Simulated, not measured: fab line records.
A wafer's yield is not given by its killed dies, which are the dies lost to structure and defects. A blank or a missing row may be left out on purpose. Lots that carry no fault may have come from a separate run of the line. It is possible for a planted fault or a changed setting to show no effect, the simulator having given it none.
Which tool is to blame?	flow berkeley cmos170	24 lots, 72 wafers sampled, at 6 steps of a route of 331

## WHAT THE GAUGES READ, wafer by wafer
UCB170_WELLDRIVE_THK_MEAS_02. Usual: WELLDRIVE_OXIDE_THK gives 197 nm (standard deviation 4).
lot	measured	on	WELLDRIVE_OXIDE_THK (nm)	flag
L074	day 3 16:45	film metro-02	196 196 198	
L075	day 3 16:46	film metro-01	192 192 190	
L076	day 4 04:46	film metro-02	195 192 191	
L077	day 4 04:46	film metro-01	192 192 192	
L078	day 4 15:07	film metro-03	200 199 200	
L079	day 4 15:07	film metro-01	196 194 199	
L080	day 4 15:07	film metro-02	201 197 200	
L081	day 4 23:34	film metro-03	198 195 198	
L082	day 4 23:35	film metro-01	198 203 202	
L083	day 5 16:58	film metro-03	197 196 199	
L084	day 5 16:59	film metro-02	200 201 201	
L085	day 5 22:10	film metro-03	203 205 200	
L086	day 6 08:15	film metro-02	191 194 192	
L087	day 6 08:14	film metro-03	197 198 195	
L088	day 6 08:17	film metro-01	197 197 191	
L089	day 6 23:13	film metro-02	197 196 197	
L090	day 6 23:38	film metro-03	199 203 201	
L091	day 6 23:13	film metro-01	198 202 199	
L092	day 7 06:53	film metro-02	208 205 207	
L093	day 7 21:16	film metro-03	194 195 194	
L094	day 7 17:44	film metro-02	201 199 204	
L095	day 8 02:46	film metro-01	197 198 203	
L097	day 8 02:46	film metro-03	196 200 202	
L096	day 8 15:01	film metro-01	193 194 193	

UCB170_ACTIVE_THK_MEAS_06. Usual: ACTIVE_NITRIDE_THK gives 221.7 nm (standard deviation 2.3).
lot	measured	on	ACTIVE_NITRIDE_THK (nm)	flag
L074	day 4 06:45	film metro-01	219.8 219.4 219.9	
L075	day 4 06:46	film metro-02	223.9 225.5 225.1	
L076	day 4 22:14	film metro-01	223.5 222.8 224.2	
L077	day 4 22:14	film metro-04	218.5 220.4 221.7	
L078	day 5 07:25	film metro-04	221.0 219.6 220.5	
L079	day 5 07:23	film metro-01	222.6 223.3 222.8	
L080	day 5 07:23	film metro-02	222.2 222.2 223.9	
L081	day 5 14:06	film metro-04	221.0 219.9 220.7	
L082	day 5 14:07	film metro-02	220.7 220.6 220.4	
L083	day 6 15:26	film metro-04	220.5 218.3 220.1	
L084	day 6 15:26	film metro-02	223.9 224.5 225.4	
L085	day 6 15:27	film metro-01	219.9 220.4 220.9	
L086	day 6 22:10	film metro-04	219.4 219.3 218.7	
L087	day 6 22:10	film metro-01	220.4 221.8 223.2	
L088	day 6 22:08	film metro-02	219.2 218.7 219.1	
L089	day 7 09:25	film metro-02	218.6 223.1 220.5	
L090	day 7 09:26	film metro-04	223.9 223.4 226.2	
L091	day 7 09:28	film metro-01	220.2 221.0 221.7	
L092	day 7 15:53	film metro-02	219.2 219.8 219.4	
L093	day 8 13:05	film metro-04	226.8 225.6 225.2	
L094	day 8 07:27	film metro-02	223.7 223.3 223.4	
L095	day 8 16:52	film metro-01	224.5 224.0 224.8	
L097	day 8 16:52	film metro-04	219.0 217.1 216.9	
L096	day 9 14:20	film metro-01	221.9 221.8 221.5	

UCB170_GATE_THK_MEAS_05. Usual: GATE_POLY_THK gives 214.5 nm (standard deviation 2.1).
lot	measured	on	GATE_POLY_THK (nm)	flag
L074	day 6 06:59	film metro-02	219.3 216.9 218.5	
L075	day 6 07:04	film metro-03	216.8 215.1 217.1	
L076	day 6 21:05	film metro-01	217.8 218.5 216.5	
L077	day 6 21:05	film metro-02	216.4 217.0 217.3	
L078	day 7 05:34	film metro-02	214.3 214.0 214.8	
L079	day 7 05:34	film metro-03	213.0 213.9 214.5	
L080	day 7 05:35	film metro-01	216.2 213.9 214.8	
L081	day 7 08:11	film metro-03	215.7 216.1 215.2	
L082	day 7 08:12	film metro-02	213.3 212.8 212.5	
L083	day 8 10:13	film metro-02	217.0 215.5 216.7	
L084	day 8 10:13	film metro-03	213.7 212.3 212.3	
L085	day 8 10:16	film metro-03	216.4 215.5 217.5	
L086	day 8 13:34	film metro-03	215.8 215.2 217.3	
L087	day 8 13:32	film metro-02	213.2 212.8 213.0	
L088	day 8 13:32	film metro-01	213.2 215.3 212.8	
L089	day 9 10:39	film metro-02	213.9 214.4 215.5	
L090	day 9 10:38	film metro-01	216.2 215.4 214.9	
L091	day 9 10:39	film metro-03	214.5 214.2 213.8	
L092	day 9 23:00	film metro-02	211.9 212.8 212.8	
L093	day 10 23:45	film metro-01	210.2 211.3 209.8	
L094	day 10 14:09	film metro-03	214.1 213.3 214.1	
L095	day 11 05:05	film metro-03	214.2 213.5 217.3	
L097	day 10 23:44	film metro-02	211.5 211.6 209.9	
L096	day 11 14:47	film metro-02	214.7 215.4 214.1	

UCB170_M3_CD_MEAS_15: the cd target is 700 nm. Usual: cd nm 700.1 nm, standard deviation 1.5.
lot	measured	on	cd nm (nm)	flag
L074	day 7 23:36	cd sem-02	702.2 702.1 701.5	
L075	day 8 00:29	cd sem-01	698.5 698.5 698.9	
L076	day 8 19:53	cd sem-02	699.9 698.8 699.8	
L077	day 8 20:10	cd sem-02	700.2 698.3 698.1	
L078	day 9 03:10	cd sem-02	699.6 697.9 699.6	
L079	day 9 02:01	cd sem-02	699.9 699.8 700.3	
L080	day 9 02:56	cd sem-02	699.9 701.5 699.1	
L081	day 9 02:44	cd sem-01	699.9 700.7 700.6	
L082	day 9 02:40	cd sem-02	699.2 699.6 697.9	
L083	day 10 02:16	cd sem-01	702.0 702.1 704.0	
L084	day 10 01:25	cd sem-01	702.9 700.8 703.2	
L085	day 10 02:02	cd sem-02	698.9 699.9 699.7	
L086	day 10 17:35	cd sem-01	701.9 703.2 702.7	
L087	day 10 17:26	cd sem-02	701.5 701.6 699.7	
L088	day 10 16:55	cd sem-01	699.7 699.0 699.2	
L089	day 11 03:40	cd sem-01	699.4 699.7 700.0	
L090	day 11 07:45	cd sem-01	700.6 700.3 700.9	
L091	day 11 08:14	cd sem-01	700.0 700.2 700.3	
L092	day 11 20:23	cd sem-02	700.5 699.2 697.5	
L093	day 12 20:11	cd sem-01	695.9 697.4 696.5	
L094	day 12 09:02	cd sem-02	700.2 699.5 698.4	
L095	day 13 01:43	cd sem-02	700.1 699.2 700.2	
L097	day 12 20:44	cd sem-01	698.4 699.1 699.6	
L096	day 13 11:04	cd sem-01	701.6 702.2 700.6	

## EACH LOT AND THE TOOL THAT RAN IT (in order: tool; ch and the chambers of the sampled wafers; start)
lot	UCB170_ZERO_STRIP_07	UCB170_M1_SPUTTER_00
L074	plasma asher-02 ch 0,1, day 1 20:01	pvd sputter-03, day 7 08:01
L075	plasma asher-03 ch 0,1, day 2 00:10	pvd sputter-04, day 7 08:01
L076	plasma asher-04 ch 0,1, day 2 05:37	pvd sputter-04, day 7 22:31
L077	plasma asher-03 ch 0,1, day 2 09:37	pvd sputter-03, day 8 01:41
L078	plasma asher-02 ch 0,1, day 2 17:21	pvd sputter-04, day 8 07:43
L079	plasma asher-03 ch 0,1, day 2 22:19	pvd sputter-01, day 8 07:28
L080	plasma asher-02 ch 0,1, day 3 02:05	pvd sputter-03, day 8 07:57
L081	plasma asher-03 ch 0,1, day 3 09:41	pvd sputter-03, day 8 07:13
L082	plasma asher-02 ch 0,1, day 3 11:44	pvd sputter-04, day 8 06:58
L083	plasma asher-02 ch 0, day 3 16:16	pvd sputter-01, day 9 08:54
L084	plasma asher-04 ch 0,1, day 3 18:55	pvd sputter-04, day 9 07:44
L085	plasma asher-02 ch 0,1, day 4 02:17	pvd sputter-04, day 9 09:11
L086	plasma asher-03 ch 0,1, day 4 08:26	pvd sputter-01, day 9 17:41
L087	plasma asher-04 ch 0,1, day 4 11:47	pvd sputter-01, day 9 19:23
L088	plasma asher-04 ch 0,1, day 4 18:37	pvd sputter-03, day 9 17:41
L089	plasma asher-02 ch 0,1, day 5 00:38	pvd sputter-01, day 10 12:28
L090	plasma asher-04 ch 0,1, day 5 03:56	pvd sputter-04, day 10 14:38
L091	plasma asher-04 ch 0,1, day 5 07:28	pvd sputter-04, day 10 14:16
L092	plasma asher-02 ch 0,1, day 5 14:41	pvd sputter-03, day 11 03:02
L093	plasma asher-03 ch 0,1, day 5 19:56	pvd sputter-03, day 12 01:38
L094	plasma asher-02 ch 0,1, day 5 21:32	pvd sputter-04, day 11 11:57
L095	plasma asher-04 ch 0,1, day 6 07:56	pvd sputter-03, day 12 07:17
L097	plasma asher-03 ch 0,1, day 6 16:05	pvd sputter-01, day 12 01:15
L096	plasma asher-02 ch 0,1, day 6 16:22	pvd sputter-04, day 12 14:09
- UCB170_ZERO_STRIP_07: strips in O2.
- UCB170_M1_SPUTTER_00: material Al, target thk 600 nm, time 80 s.

## WHAT THE TOOLS THEMSELVES READ (means of the sampled wafers that have a number; where no wafer has one, the mark that the record gives instead)
UCB170_ZERO_STRIP_07. Usual: drypump motor current A 5.77 A, standard deviation 0.29; o2 flow sccm 399.8 sccm, standard deviation 1.2; oes product au 0.727 a.u., standard deviation 0.0048; strip time to endpoint s 21.13 s, standard deviation 0.064.
lot	tool	drypump motor current A (A)	o2 flow sccm (sccm)	oes product au (a.u.)	strip time to endpoint s (s)	flag
L074	plasma asher-02	5.78	400.1	0.725	21.26	
L075	plasma asher-03	5.39	399.4	0.725	21.12	
L076	plasma asher-04	6.03	399.4	0.725	21.07	
L077	plasma asher-03	5.41	398.7	0.726	21.19	
L078	plasma asher-02	5.93	399.8	0.725	21.16	
L079	plasma asher-03	5.38	399.9	0.723	21.19	
L080	plasma asher-02	5.81	400.6	0.726	21.06	
L081	plasma asher-03	5.38	399.9	0.725	21.19	
L082	plasma asher-02	5.93	398.4	0.727	21.24	
L083	plasma asher-02	5.68	400.7	0.727	21.08	
L084	plasma asher-04	5.94	399.7	0.730	20.99	
L085	plasma asher-02	5.79	399.3	0.731	21.17	
L086	plasma asher-03	5.40	398.8	0.727	21.14	
L087	plasma asher-04	5.93	401.7	0.725	21.13	
L088	plasma asher-04	5.95	400.5	0.723	21.12	
L089	plasma asher-02	5.81	399.4	0.729	21.07	
L090	plasma asher-04	5.95	398.7	0.727	21.10	
L091	plasma asher-04	5.96	399.9	0.731	21.17	
L092	plasma asher-02	5.81	400.1	0.727	21.15	
L093	plasma asher-03	5.39	400.4	0.731	21.09	
L094	plasma asher-02	5.93	400.3	0.729	21.11	
L095	plasma asher-04	6.07	399.5	0.728	21.21	
L097	plasma asher-03	5.38	399.1	0.726	21.11	
L096	plasma asher-02	5.92	399.9	0.723	21.11	

UCB170_M1_SPUTTER_00. Usual: throttle valve pct 30.5 %, standard deviation 0.73.
lot	tool	throttle valve pct (%)	flag
L074	pvd sputter-03	29.5	
L075	pvd sputter-04	31.1	
L076	pvd sputter-04	31.1	
L077	pvd sputter-03	29.7	
L078	pvd sputter-04	30.5	
L079	pvd sputter-01	30.2	
L080	pvd sputter-03	29.8	
L081	pvd sputter-03	29.8	
L082	pvd sputter-04	31.0	
L083	pvd sputter-01	30.2	
L084	pvd sputter-04	31.1	
L085	pvd sputter-04	31.0	
L086	pvd sputter-01	30.3	
L087	pvd sputter-01	30.0	
L088	pvd sputter-03	30.2	
L089	pvd sputter-01	30.5	
L090	pvd sputter-04	31.2	
L091	pvd sputter-04	30.9	
L092	pvd sputter-03	29.8	
L093	pvd sputter-03	29.8	
L094	pvd sputter-04	31.1	
L095	pvd sputter-03	30.3	
L097	pvd sputter-01	30.5	
L096	pvd sputter-04	31.2	

## THE ANSWER, worked out from the rows above alone
Rule: lot off if the mean of its wafers having a number is beyond 3 standard deviations from the usual mean. Also off: a lot with no number at a reading for which 4 or more lots have one. The other lots that the step has rows for count as sound. The gauges are gone through in route order, then the tools' own readings, and for those a lot's mean is taken as printed above. At the first step where some lot is off, the reading lying furthest off is the one used; lots without a number count as furthest.
No lot is off at any reading shown: from this, nothing can be told.

## WHAT WAS PUT IN BY THE SIMULATOR
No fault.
